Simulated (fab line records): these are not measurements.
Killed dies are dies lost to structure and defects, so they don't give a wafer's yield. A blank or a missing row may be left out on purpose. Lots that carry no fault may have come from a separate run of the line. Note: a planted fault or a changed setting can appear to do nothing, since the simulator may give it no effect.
fab line records	flow rit-cmos
record: lots: 7	wafers: 21	last-day: 6
route steps=202 shown GATE@89 REOX@98 NLDD@103 PLDD@114 SPACER@125 M1@202
lots that met no fault: taken from a fault-free run of the same line
start-h: start of the lot's first displayed wafer, in hours after the record's first day	wait-h: hours from the lot's prior step to this one	" identical to the entry in the row above	L1.1+2: a single row standing in for several wafers	- no value, or no start given	* or withheld: withheld	< > ~ a bound
route shown NAME@n: a module of which the file shows steps, and the number in the route of the first	usual: mean/standard deviation of fault-free wafers	same: alike in all rows	chamber/n: place in a boat	sites: each site's reading	_std_site: their standard deviation	_edge_site: inner sites' mean taken away from outer sites' mean	radius-mm: how far each site lies from the wafer's centre	mask NAME#n: copy n	behind: the tool/chamber that last shaped the wafer	hold: the reason the lot was held/the length of the hold in hours/how it ended	device: the transistor (n, p or np) that didn't switch	end of line: at the end of the route, the tests of the same wafers	step lacking rows: just its recipe	killed: dies that structure and defects cost at the first sort, which is not the same as the wafer's yield	map: shows each die of a wafer: x if killed, . if not, _ if none is there
set.NAME: the setting as run; set.NAME@STEP: as run at that earlier step	model.NAME: the simulator's own value behind a step, which no gauge read
lots at selected steps of the route; one table per step, one row per wafer
services: a tool's chamber out of use, with start hour (start-h, from the record's first day; less than 0 if before it), hours out, and reason
== steps ==
step: RIT_GATE_EXPOSE_13
recipe: mask-id: M6	na: 0.6	source-shape: conventional	sigma-outer: 0.6	target-cd-nm: 150	dose-mj: 380
step: RIT_GATE_PEB_14
recipe: resist: NOVOLAK	temp-c: withheld	time-s: withheld
step: RIT_GATE_DEVELOP_15
recipe: resist: NOVOLAK	develop-time-s: 52.32	dev-temp-c: 23
step: RIT_GATE_CD_MEAS_16
recipe: target-cd-nm: 150
usual: cd-nm: 151.6/2.4
lot.wafer	tool	chamber	start-h	wait-h	cd-nm
L682.3	cd-sem-01	-	60.63	-	154.2
L682.5	"	-	"	"	152.9
L682.6	"	-	"	"	151.8
L683.2	cd-sem-02	-	63.17	-	153.7
L683.3	"	-	"	"	156.2
L683.5	"	-	"	"	155.5
L687.2	cd-sem-01	-	85.27	-	149.6
L687.3	"	-	"	"	151.0
L687.4	"	-	"	"	150.9
L690.3	cd-sem-02	-	103.55	-	155.0
L690.4	"	-	"	"	151.8
L690.5	"	-	"	"	154.0
L691.1	cd-sem-02	-	104.01	-	152.4
L691.3	"	-	"	"	152.8
L691.5	"	-	"	"	150.8
L694.2	cd-sem-02	-	117.84	-	149.5
L694.3	"	-	"	"	150.1
L694.4	"	-	"	"	149.5
L695.2	cd-sem-02	-	123.28	-	155.6
L695.3	"	-	"	"	153.3
L695.4	"	-	"	"	154.8
step: RIT_GATE_OVL_MEAS_17
usual: GATE_OVL: 0.2/1.3
lot.wafer	tool	chamber	start-h	wait-h	GATE_OVL[nm]
L682.3	overlay-01	-	60.72	0.1	2.1
L682.5	"	-	"	"	1.7
L682.6	"	-	"	"	1.6
L683.2	overlay-02	-	63.28	0.1	0.1
L683.3	"	-	"	"	2.4
L683.5	"	-	"	"	1.0
L687.2	overlay-01	-	85.38	0.1	0.7
L687.3	"	-	"	"	-0.8
L687.4	"	-	"	"	0.0
L690.3	overlay-02	-	103.64	0.1	0.8
L690.4	"	-	"	"	-1.4
L690.5	"	-	"	"	1.3
L691.1	overlay-02	-	104.13	0.1	0.5
L691.3	"	-	"	"	0.6
L691.5	"	-	"	"	-0.3
L694.2	overlay-01	-	117.95	0.1	0.4
L694.3	"	-	"	"	0.7
L694.4	"	-	"	"	-0.3
L695.2	overlay-01	-	123.39	0.1	-0.6
L695.3	"	-	"	"	-1.3
L695.4	"	-	"	"	-0.5
step: RIT_GATE_HARDBAKE_18
recipe: resist: NOVOLAK	temp-c: 140	time-s: 60
step: RIT_GATE_ETCH_19
recipe: chemistry: SF6/CHF3/O2	time-s: 165	SF6_flow_sccm: 30	CHF3_flow_sccm: 30	O2_flow_sccm: 5	target: poly-Si	pressure-mtorr: 40	rf-w: 160	target-depth-a: 3125	over-etch-frac: 0.25	stop-on: SiO2
usual: drypump-motor-current-A: 5.7/0.51	oes-product-au: 0.842/0.013	throttle-valve-pct: 10.20/0.12
same: over-etch-frac: 0.25
lot.wafer	tool	chamber	start-h	wait-h	drypump-motor-current-A	oes-product-au	rf-hours-counter-h	throttle-valve-pct
L682.3	rie-si-02	1	60.89	0.1	6.4	0.865	157	10.40
L682.5	"	1	"	"	6.4	0.855	-	10.39
L682.6	"	2	"	"	5.5	0.859	-	10.05
L683.2	rie-si-01	1	63.46	0.1	5.0	0.856	1	10.17
L683.3	"	0	"	"	5.8	0.869	145	10.31
L683.5	"	1	"	"	5.0	0.856	-	10.18
L687.2	rie-si-01	2	85.56	0.1	6.0	0.823	0	10.27
L687.3	"	0	"	"	5.8	0.854	145	10.34
L687.4	"	3	"	"	6.4	0.834	2	10.30
L690.3	rie-si-02	1	103.82	0.1	6.4	0.870	0	10.38
L690.4	"	2	"	"	5.6	0.844	3	10.05
L690.5	"	1	"	"	6.4	0.866	-	10.40
L691.1	rie-si-01	2	104.32	0.1	6.0	0.822	0	10.29
L691.3	"	0	"	"	5.8	0.856	146	10.34
L691.5	"	2	"	"	6.0	0.812	-	10.28
L694.2	rie-si-02	2	118.13	0.1	5.6	0.839	4	10.06
L694.3	"	0	"	"	4.9	0.826	3	10.06
L694.4	"	1	"	"	6.4	0.848	0	10.39
L695.2	rie-si-01	0	123.69	0.1	5.8	0.853	146	10.34
L695.3	"	1	"	"	5.1	0.850	2	10.19
L695.4	"	2	"	"	6.0	0.833	-	10.29
step: RIT_GATE_STRIP_20
recipe: chemistry: O2	time-s: 180	resist: NOVOLAK	platen-temp-c: withheld	power-w: 500	pressure-mtorr: 4000	o2-flow-sccm: 4000
usual: drypump-motor-current-A: 5.7/0.52
lot.wafer	tool	chamber	start-h	wait-h	drypump-motor-current-A	rf-hours-counter-h
L682.3	plasma-asher-01	0	61.06	0.1	6.6	-
L682.5	"	1	"	"	5.0	-
L682.6	"	0	"	"	6.6	-
L683.2	plasma-asher-03	1	63.56	0.1	5.6	43
L683.3	"	0	"	"	5.3	-
L683.5	"	1	"	"	5.6	-
L687.2	plasma-asher-02	1	85.67	0.1	5.7	31
L687.3	"	1	"	"	5.7	-
L687.4	"	0	"	"	6.3	-
L690.3	plasma-asher-03	0	103.98	0.1	5.3	-
L690.4	"	1	"	"	5.6	-
L690.5	"	1	"	"	5.6	-
L691.1	plasma-asher-01	0	104.43	0.1	6.6	44
L691.3	"	1	"	"	5.0	-
L691.5	"	0	"	"	6.6	-
L694.2	plasma-asher-01	0	118.23	0.1	6.6	0
L694.3	"	1	"	"	5.0	-
L694.4	"	0	"	"	6.6	-
L695.2	plasma-asher-03	1	123.80	0.1	5.6	50
L695.3	"	0	"	"	5.3	-
L695.4	"	1	"	"	5.6	-
step: RIT_GATE_CD_MEAS_90
recipe: target-cd-nm: 150
usual: cd-nm: 151.6/2.4
lot.wafer	tool	chamber	start-h	wait-h	cd-nm
L682.3	cd-sem-02	-	61.21	0.1	154.0
L682.5	"	-	"	"	153.1
L682.6	"	-	"	"	151.3
L683.2	cd-sem-02	-	63.76	0.1	153.9
L683.3	"	-	"	"	156.2
L683.5	"	-	"	"	154.8
L687.2	cd-sem-02	-	85.86	0.1	149.3
L687.3	"	-	"	"	150.9
L687.4	"	-	"	"	151.2
L690.3	cd-sem-01	-	104.14	0.1	155.3
L690.4	"	-	"	"	152.1
L690.5	"	-	"	"	154.1
L691.1	cd-sem-02	-	104.60	0.1	152.2
L691.3	"	-	"	"	152.5
L691.5	"	-	"	"	150.8
L694.2	cd-sem-02	-	118.43	0.1	149.5
L694.3	"	-	"	"	149.6
L694.4	"	-	"	"	149.9
L695.2	cd-sem-02	-	123.99	0.1	156.0
L695.3	"	-	"	"	153.4
L695.4	"	-	"	"	155.1
step: RIT_REOX_CLEAN_00
recipe: chemistry: SC1	mix: 3:3:50	time-s: 600	temp-c: 73.99
step: RIT_REOX_CLEAN_01
recipe: chemistry: dHF	dilution: 50:1	time-s: 30
step: RIT_REOX_CLEAN_02
recipe: chemistry: SC2	mix: 3:3:50	time-s: 600	temp-c: 75	dry: n2-spin
step: RIT_REOX_OXIDATION_03
recipe: temp-c: 900	ambient: O2	target-thk-a: 252	ox-time-s: 5580
lot.wafer	tool	chamber	start-h	wait-h
L682.3+5+6	furnace-03	0	62.09	0.4
L682.3+5+6	furnace-03	0	65.71	1.1
L683.2+3+5	furnace-04	0	64.46	0.2
L687.2+3+4	furnace-01	0	87.05	0.7
L687.2+3+4	furnace-01	0	89.77	0.2
L690.3+4+5	furnace-04	0	104.59	0.0
L690.3+4+5	furnace-03	0	107.80	0.7
L691.1+3+5	furnace-03	0	105.25	0.2
L694.2+3+4	furnace-01	0	118.97	0.1
L695.2+3+4	furnace-04	0	124.49	0.0
step: RIT_REOX_THK_MEAS_04
recipe: reads: SiO2_of_REOX_OXIDATION_03
usual: REOX_OXIDE_THK: 25.4/0.52
lot.wafer	tool	chamber	start-h	wait-h	REOX_OXIDE_THK[nm]
L683.2	film-metro-04	-	67.02	0.0	25.7
L683.3	"	-	"	"	25.9
L683.5	"	-	"	"	25.8
L682.3	film-metro-01	-	68.28	0.0	41.1
L682.5	"	-	"	"	39.7
L682.6	"	-	"	"	39.9
L687.2	film-metro-03	-	92.33	0.0	42.2
L687.3	"	-	"	"	42.1
L687.4	"	-	"	"	41.2
L691.1	film-metro-04	-	107.80	0.0	25.1
L691.3	"	-	"	"	25.4
L691.5	"	-	"	"	25.4
L690.3	film-metro-03	-	110.37	0.0	40.8
L690.4	"	-	"	"	40.8
L690.5	"	-	"	"	41.0
L694.2	film-metro-01	-	121.53	0.0	25.4
L694.3	"	-	"	"	25.1
L694.4	"	-	"	"	25.8
L695.2	film-metro-01	-	127.05	0.0	25.0
L695.3	"	-	"	"	24.9
L695.4	"	-	"	"	25.1
step: RIT_NLDD_HMDS_00
recipe: prime-time-s: 60	prime-temp-c: 140
step: RIT_NLDD_COAT_01
recipe: resist: NOVOLAK	spin-rpm: 3250	resist-thk-nm: 1000
step: RIT_NLDD_SOFTBAKE_02
recipe: resist: NOVOLAK	temp-c: 90	time-s: 60
step: RIT_NLDD_EXPOSE_03
recipe: mask-id: M7	na: 0.57	target-cd-nm: 40700	dose-mj: 250
step: RIT_NLDD_PEB_04
recipe: resist: NOVOLAK	temp-c: withheld	time-s: withheld
step: RIT_NLDD_DEVELOP_05
recipe: resist: NOVOLAK	develop-time-s: 50	dev-temp-c: 23
step: RIT_NLDD_OVL_MEAS_06
usual: NLDD_OVL: 0.4/1.4
lot.wafer	tool	chamber	start-h	wait-h	NLDD_OVL[nm]
L683.2	overlay-01	-	67.93	-	0.9
L683.3	"	-	"	"	-1.7
L683.5	"	-	"	"	0.4
L682.3	overlay-01	-	69.18	-	-1.0
L682.5	"	-	"	"	-0.9
L682.6	"	-	"	"	0.2
L687.2	overlay-02	-	93.41	-	1.7
L687.3	"	-	"	"	0.7
L687.4	"	-	"	"	1.0
L691.1	overlay-02	-	108.71	-	-0.9
L691.3	"	-	"	"	1.0
L691.5	"	-	"	"	0.8
L690.3	overlay-01	-	111.47	-	-0.3
L690.4	"	-	"	"	-2.3
L690.5	"	-	"	"	-1.0
L694.2	overlay-02	-	122.80	-	3.0
L694.3	"	-	"	"	0.4
L694.4	"	-	"	"	-0.1
L695.2	overlay-01	-	127.96	-	3.2
L695.3	"	-	"	"	1.0
L695.4	"	-	"	"	1.4
step: RIT_NLDD_HARDBAKE_07
recipe: resist: NOVOLAK	temp-c: 140	time-s: 60
step: RIT_NLDD_IMPLANT_08
recipe: species: P	energy-kev: 20	dose-cm2: 5e+14	tilt-deg: 7
step: RIT_NLDD_STRIP_09
recipe: chemistry: O2	time-s: 180	resist: NOVOLAK	platen-temp-c: withheld	power-w: 500	pressure-mtorr: 4000	o2-flow-sccm: 4000
usual: drypump-motor-current-A: 5.9/0.42
lot.wafer	tool	chamber	start-h	wait-h	drypump-motor-current-A	rf-hours-counter-h
L683.2	plasma-asher-02	1	68.26	0.1	5.7	29
L683.3	"	0	"	"	6.2	-
L683.5	"	0	"	"	6.3	-
L682.3	plasma-asher-02	1	69.69	0.1	5.6	-
L682.5	"	1	"	"	5.6	-
L682.6	"	0	"	"	6.3	-
L687.2	plasma-asher-04	0	93.74	0.1	6.0	44
L687.3	"	0	"	"	6.1	-
L687.4	"	1	"	"	5.7	-
L691.1	plasma-asher-02	1	109.05	0.1	5.6	33
L691.3	"	1	"	"	5.6	-
L691.5	"	1	"	"	5.7	-
L690.3	plasma-asher-04	1	112.04	0.3	5.7	-
L690.4	"	0	"	"	6.0	-
L690.5	"	1	"	"	5.7	-
L694.2	plasma-asher-04	0	123.13	0.1	6.0	48
L694.3	"	1	"	"	5.7	-
L694.4	"	0	"	"	6.0	-
L695.2	plasma-asher-01	0	128.29	0.1	6.6	1
L695.3	"	0	"	"	6.6	-
L695.4	"	1	"	"	5.0	-
step: RIT_NLDD_TW_MEAS_10
usual: NLDD_TW: 2495/20
lot.wafer	tool	chamber	start-h	wait-h	NLDD_TW
L683.2	film-metro-01	-	68.44	0.1	2478
L683.3	"	-	"	"	2478
L683.5	"	-	"	"	2480
L682.3	film-metro-01	-	69.83	0.1	2462
L682.5	"	-	"	"	2469
L682.6	"	-	"	"	2458
L687.2	film-metro-04	-	94.04	0.2	2497
L687.3	"	-	"	"	2497
L687.4	"	-	"	"	2491
L691.1	film-metro-04	-	109.23	0.1	2491
L691.3	"	-	"	"	2475
L691.5	"	-	"	"	2497
L690.3	film-metro-04	-	112.18	0.1	2481
L690.4	"	-	"	"	2483
L690.5	"	-	"	"	2495
L694.2	film-metro-01	-	123.31	0.1	2494
L694.3	"	-	"	"	2481
L694.4	"	-	"	"	2481
L695.2	film-metro-04	-	128.47	0.1	2479
L695.3	"	-	"	"	2497
L695.4	"	-	"	"	2504
step: RIT_PLDD_HMDS_00
recipe: prime-time-s: 60	prime-temp-c: 140
step: RIT_PLDD_COAT_01
recipe: resist: NOVOLAK	spin-rpm: 3250	resist-thk-nm: 984.3
step: RIT_PLDD_SOFTBAKE_02
recipe: resist: NOVOLAK	temp-c: 90	time-s: 60
step: RIT_PLDD_EXPOSE_03
recipe: mask-id: M8	na: 0.57	target-cd-nm: 40900	dose-mj: 250
step: RIT_PLDD_PEB_04
recipe: resist: NOVOLAK	temp-c: withheld	time-s: withheld
step: RIT_PLDD_DEVELOP_05
recipe: resist: NOVOLAK	develop-time-s: 50	dev-temp-c: 23
step: RIT_PLDD_OVL_MEAS_06
usual: PLDD_OVL: 0.5/1.4
lot.wafer	tool	chamber	start-h	wait-h	PLDD_OVL[nm]
L683.2	overlay-02	-	69.47	-	-2.0
L683.3	"	-	"	"	1.2
L683.5	"	-	"	"	-0.3
L682.3	overlay-01	-	70.90	-	-0.2
L682.5	"	-	"	"	-0.9
L682.6	"	-	"	"	-3.4
L687.2	overlay-01	-	95.06	-	0.5
L687.3	"	-	"	"	-2.5
L687.4	"	-	"	"	0.3
L691.1	overlay-02	-	110.14	-	0.2
L691.3	"	-	"	"	-0.2
L691.5	"	-	"	"	1.0
L690.3	overlay-02	-	113.19	-	0.4
L690.4	"	-	"	"	-0.1
L690.5	"	-	"	"	1.1
L694.2	overlay-01	-	124.34	-	0.2
L694.3	"	-	"	"	2.2
L694.4	"	-	"	"	2.3
L695.2	overlay-01	-	129.50	-	1.0
L695.3	"	-	"	"	2.1
L695.4	"	-	"	"	-1.6
step: RIT_PLDD_HARDBAKE_07
recipe: resist: NOVOLAK	temp-c: 140	time-s: 60
step: RIT_PLDD_IMPLANT_08
recipe: species: BF2	energy-kev: 20.34	dose-cm2: 9e+14	tilt-deg: 7
step: RIT_PLDD_STRIP_09
recipe: chemistry: O2	time-s: 180	resist: NOVOLAK	platen-temp-c: withheld	power-w: 500	pressure-mtorr: 4000	o2-flow-sccm: 4000
usual: drypump-motor-current-A: 5.7/0.49
lot.wafer	tool	chamber	start-h	wait-h	drypump-motor-current-A	rf-hours-counter-h
L683.2	plasma-asher-03	1	69.93	0.1	5.6	44
L683.3	"	0	"	"	5.3	-
L683.5	"	0	"	"	5.3	-
L682.3	plasma-asher-03	1	71.32	0.1	5.6	-
L682.5	"	0	"	"	5.3	-
L682.6	"	1	"	"	5.6	-
L687.2	plasma-asher-03	0	95.77	0.1	5.3	46
L687.3	"	0	"	"	5.3	-
L687.4	"	1	"	"	5.6	-
L691.1	plasma-asher-03	0	110.47	0.1	5.3	48
L691.3	"	1	"	"	5.6	-
L691.5	"	0	"	"	5.3	-
L690.3	plasma-asher-03	0	113.57	0.1	5.3	-
L690.4	"	1	"	"	5.6	-
L690.5	"	1	"	"	5.6	-
L694.2	plasma-asher-01	1	124.67	0.1	5.0	0
L694.3	"	1	"	"	5.0	-
L694.4	"	0	"	"	6.6	-
L695.2	plasma-asher-01	0	129.83	0.1	6.6	1
L695.3	"	0	"	"	6.7	-
L695.4	"	1	"	"	5.0	-
step: RIT_PLDD_TW_MEAS_10
usual: PLDD_TW: 2369/17
lot.wafer	tool	chamber	start-h	wait-h	PLDD_TW
L683.2	film-metro-02	-	70.12	0.1	2381
L683.3	"	-	"	"	2392
L683.5	"	-	"	"	2388
L682.3	film-metro-02	-	71.52	0.1	2391
L682.5	"	-	"	"	2395
L682.6	"	-	"	"	2379
L687.2	film-metro-04	-	95.95	0.1	2362
L687.3	"	-	"	"	2379
L687.4	"	-	"	"	2357
L691.1	film-metro-02	-	110.65	0.1	2359
L691.3	"	-	"	"	2379
L691.5	"	-	"	"	2378
L690.3	film-metro-02	-	113.71	0.1	2364
L690.4	"	-	"	"	2379
L690.5	"	-	"	"	2359
L694.2	film-metro-01	-	124.86	0.1	2358
L694.3	"	-	"	"	2344
L694.4	"	-	"	"	2345
L695.2	film-metro-02	-	130.02	0.1	2394
L695.3	"	-	"	"	2386
L695.4	"	-	"	"	2399
step: RIT_SPACER_CLEAN_00
recipe: chemistry: SC1	mix: 3:3:50	time-s: 600	temp-c: 75
lot.wafer	tool	chamber	start-h	wait-h	model.SiO2_of_REOX_OXIDATION_03.thk-nm
L683.2	wet-bench-02	1	70.17	0.0	23.73
L683.3	"	1	"	"	23.85
L683.5	"	1	"	"	23.74
L682.3	wet-bench-04	0	71.56	0.0	38
L682.5	"	0	"	"	36.72
L682.6	"	0	"	"	36.94
L687.2	wet-bench-02	3	96.04	0.1	38.9
L687.3	"	3	"	"	38.75
L687.4	"	3	"	"	37.91
L691.1	wet-bench-01	1	110.71	0.1	23.18
L691.3	"	1	"	"	23.44
L691.5	"	1	"	"	23.45
L690.3	wet-bench-01	0	113.75	0.0	37.76
L690.4	"	0	"	"	37.69
L690.5	"	0	"	"	37.83
L694.2	wet-bench-01	0	124.91	0.0	23.46
L694.3	"	0	"	"	23.21
L694.4	"	0	"	"	23.8
L695.2	wet-bench-04	3	130.07	0.0	23.05
L695.3	"	3	"	"	22.95
L695.4	"	3	"	"	23.21
step: RIT_SPACER_CLEAN_01
recipe: chemistry: dHF	dilution: 50:1	time-s: 30
step: RIT_M1_PROBE_99
usual: killed-at-contacts: 0.1/0.24	killed-at-front-end: 6.7/2.9	killed-dies: 6.8/2.9	killed-open: 3.5/2	killed-short: 3.2/1.9
same: gross-dies: 264	killed_at_M0_to_M3: 0	killed_at_M4_up: 0	killed-at-back-side: 0	killed-at-other: 0
lot.wafer	tool	chamber	start-h	wait-h	killed-at-contacts	killed-at-front-end	killed-dies	killed-open	killed-short
L683.2	prober-02	-	83.84	0.1	0	8	8	4	4
L683.3	prober-02	-	83.89	0.2	0	8	8	3	5
L683.5	prober-02	-	83.99	0.2	0	4	4	3	1
L682.3	prober-01	-	87.47	0.2	0	6	6	3	3
L682.5	prober-01	-	87.57	0.2	0	4	4	1	3
L682.6	prober-01	-	87.62	0.2	0	9	9	1	8
L687.2	prober-02	-	111.44	0.1	0	8	8	4	4
L687.3	prober-02	-	111.49	0.2	0	9	9	3	6
L687.4	prober-02	-	111.54	0.2	1	7	8	5	3
L691.1	prober-02	-	125.77	0.1	0	6	6	1	5
L691.3	prober-02	-	125.87	0.2	0	7	7	2	5
L691.5	prober-02	-	125.97	0.2	0	5	5	1	4
L690.3	prober-01	-	128.67	0.2	0	11	11	6	5
L690.4	prober-01	-	128.72	0.2	1	8	9	5	4
L690.5	prober-01	-	128.77	0.2	0	8	8	4	4
L694.2	prober-01	-	139.20	0.1	0	4	4	1	3
L694.3	prober-01	-	139.25	0.2	0	4	4	2	2
L694.4	prober-01	-	139.30	0.2	0	2	2	1	1
L695.2	prober-02	-	143.72	0.1	0	8	8	4	4
L695.3	prober-02	-	143.77	0.2	0	3	3	2	1
L695.4	prober-02	-	143.82	0.2	0	9	9	4	5
killed by level:class
L683.2 GATE:geometric-particle:open=4 GATE:geometric-particle:short=3 REOX:geometric-particle:short=1
L683.3 GATE:geometric-particle:open=3 GATE:geometric-particle:short=3 REOX:geometric-particle:short=1 SPACER:geometric-particle:short=1
L683.5 ACTIVE:geometric-particle:open=1 GATE:geometric-particle:open=1 SILICIDE:geometric-particle:open=1 SILICIDE:geometric-particle:short=1
L682.3 FOX1:geometric-particle:open=2 REOX:geometric-particle:short=2 GATE:geometric-particle:open=1 SPACER:geometric-particle:short=1
L682.5 FOX1:geometric-particle:short=1 SPACER:geometric-particle:short=1 SILICIDE:geometric-particle:open=1 SILICIDE:geometric-particle:short=1
L682.6 GATE:geometric-particle:short=7 FOX2:geometric-particle:short=1 GATE:geometric-particle:open=1
L687.2 REOX:geometric-particle:open=2 SPACER:geometric-particle:short=2 FOX1:geometric-particle:open=1 FOX1:geometric-particle:short=1 GATE:geometric-particle:short=1 SPACER:geometric-particle:open=1
L687.3 FOX1:geometric-particle:short=3 REOX:geometric-particle:open=2 REOX:geometric-particle:short=2 SPACER:geometric-particle:short=1 SPACER:geometric-particle:open=1
L687.4 FOX1:geometric-particle:open=2 GATE:geometric-particle:short=1 GATE:geometric-particle:open=1 SPACER:geometric-particle:short=1 SPACER:geometric-particle:open=1 SILICIDE:geometric-particle:open=1 CONTACT:geometric-particle:short=1
L691.1 GATE:geometric-particle:short=2 FOX1:geometric-particle:open=1 FOX2:geometric-particle:short=1 REOX:geometric-particle:short=1 SILICIDE:geometric-particle:short=1
L691.3 GATE:geometric-particle:short=3 GATE:geometric-particle:open=2 FOX2:geometric-particle:short=1 SILICIDE:geometric-particle:short=1
L691.5 SPACER:geometric-particle:short=2 GATE:geometric-particle:short=1 REOX:geometric-particle:short=1 SPACER:geometric-particle:open=1
L690.3 GATE:geometric-particle:open=3 FOX1:geometric-particle:short=2 REOX:geometric-particle:open=2 GATE:geometric-particle:short=1 REOX:geometric-particle:short=1 SPACER:geometric-particle:open=1 SILICIDE:geometric-particle:short=1
L690.4 GATE:geometric-particle:open=3 GATE:geometric-particle:short=2 REOX:geometric-particle:open=1 SPACER:geometric-particle:open=1 SILICIDE:geometric-particle:short=1 CONTACT:geometric-particle:short=1
L690.5 REOX:geometric-particle:open=2 FOX1:geometric-particle:short=1 FOX1:geometric-particle:open=1 GATE:geometric-particle:short=1 REOX:geometric-particle:short=1 SPACER:geometric-particle:open=1 SPACER:geometric-particle:short=1
L694.2 GATE:geometric-particle:short=2 REOX:geometric-particle:short=1 REOX:geometric-particle:open=1
L694.3 GATE:geometric-particle:open=1 GATE:geometric-particle:short=1 SPACER:geometric-particle:open=1 SPACER:geometric-particle:short=1
L694.4 GATE:geometric-particle:open=1 GATE:geometric-particle:short=1
L695.2 GATE:geometric-particle:open=2 FOX2:geometric-particle:short=1 FOX2:geometric-particle:open=1 GATE:geometric-particle:short=1 REOX:geometric-particle:short=1 SPACER:geometric-particle:short=1 SPACER:geometric-particle:open=1
L695.3 FOX1:geometric-particle:open=1 GATE:geometric-particle:open=1 GATE:geometric-particle:short=1
L695.4 FOX1:geometric-particle:short=2 SILICIDE:geometric-particle:short=2 FOX1:geometric-particle:open=1 GATE:geometric-particle:open=1 GATE:geometric-particle:short=1 REOX:geometric-particle:open=1 SPACER:geometric-particle:open=1
== services ==
tool	chamber	start-h	hours	kind
rie-si-01	2	47.85	-	clean
rie-si-01	2	47.85	17.0	scheduled-down
rie-si-01	2	47.85	17.0	vent-cycle
plasma-asher-01	-	65.01	13.4	repair
furnace-01	-	74.34	3.8	pm
rie-si-02	1	77.90	-	clean
rie-si-02	1	77.90	15.8	scheduled-down
rie-si-02	1	77.90	15.8	vent-cycle
rie-si-01	2	90.19	10.8	repair
rie-si-01	1	96.68	3.8	repair
wet-bench-04	-	104.65	1.1	repair
plasma-asher-01	-	108.75	9.0	pm
plasma-asher-01	0	108.75	9.0	vent-cycle
plasma-asher-01	1	108.75	9.0	vent-cycle
furnace-04	-	111.62	3.5	pm
rie-si-01	3	115.30	21.3	repair
plasma-asher-01	0	117.75	-	clean
plasma-asher-01	1	117.75	-	clean
plasma-asher-01	-	119.94	4.3	repair
rie-si-02	1	124.54	3.5	repair
== key ==
first-sign: step: RIT_REOX_OXIDATION_03	reading: visit	direction: added
effect: step: RIT_REOX_THK_MEAS_04	reading: REOX_OXIDE_THK	direction: up	sigmas: 30	usual: 25.4	struck: 41.0
model-effect: step: RIT_SPACER_CLEAN_00	value: SiO2_of_REOX_OXIDATION_03.thk-nm	without: 24.12	struck: 37.83
met-at RIT_REOX_OXIDATION_03
struck-wafers L682.3,L682.5,L682.6,L687.2,L687.3,L687.4,L690.3,L690.4,L690.5
tester-left-out L682,L687,L690
fault: kind: repeated-step-whole	tool: furnace-01,furnace-03,furnace-04	chamber: -	onset-h: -	steps: RIT_REOX_OXIDATION_03	times: 1	scope: struck-lots-only
tester-left-out: of these lots the tester's yield and bins aren't shown, on N5 and GAA mostly nor the transistor test; their killed dies are dies lost to structure and defects alone, not to doping, threshold or leakage, so they don't give the yield
